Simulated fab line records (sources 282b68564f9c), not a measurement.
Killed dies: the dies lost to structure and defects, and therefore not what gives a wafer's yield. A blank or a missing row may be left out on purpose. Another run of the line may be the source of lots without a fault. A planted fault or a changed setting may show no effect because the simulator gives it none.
Matching of chambers | flow rit cmos | 4 sister chambers for RIT_CONTACT_ETCH_11 on rie diel-03
The step etches SiO2 in CHF3/CF4/Ar, stops on TiSi2, target depth 480 nm, time 320 s. 8 wafers are shown with their chamber, then 7 later ones without.

EACH WAFER AND ITS CHAMBER
wafer  | chamber | throttle valve pct (%) | drypump motor current A (A)
L918.3 | 2       | 8.83                   | 5.3
L918.4 | 3       | 8.93                   | 6.4
L919.1 | 2       | 8.83                   | 5.3
L919.2 | 0       | 8.79                   | 6.4
L923.2 | 3       | 8.93                   | 6.4
L923.5 | 1       | 9.06                   | 5.2
L926.1 | 1       | 9.08                   | 5.2
L926.2 | 0       | 8.79                   | 6.3

WAFERS WITHOUT THEIR CHAMBER
wafer  | throttle valve pct (%) | drypump motor current A (A)
L926.5 | 8.79                   | 6.4
L932.1 | 8.78                   | 6.4
L932.4 | 8.84                   | 5.3
L932.5 | 8.82                   | 5.3
L936.2 | 8.84                   | 5.3
L936.5 | 8.84                   | 5.3
L936.6 | 8.93                   | 6.4

CHAMBER TAKEN BY EACH
wafer  | from the rows above | in truth
L926.5 | 0                   | 0
L932.1 | 0                   | 0
L932.4 | 2                   | 2
L932.5 | 2                   | 2
L936.2 | 2                   | 2
L936.5 | 2                   | 2
L936.6 | 3                   | 3
Placed correctly: 7 of 7. From these rows, 0 cannot be placed. Number placed wrongly: 0.
How it was worked out, from the rows above alone: a wafer's distance from a chamber is the root of the sum, over the readings, of the square of ((its reading less the chamber's mean) divided by the reading's scatter). The wafer belongs to the nearest chamber; if the next one is less than 2 further off, it can't be placed. For every chamber, the mean is computed from those of its wafers that are shown. The scatter: take each reading less its chamber's mean, square it, sum over the shown wafers, divide by the number of wafers less the number of chambers, and take the root.
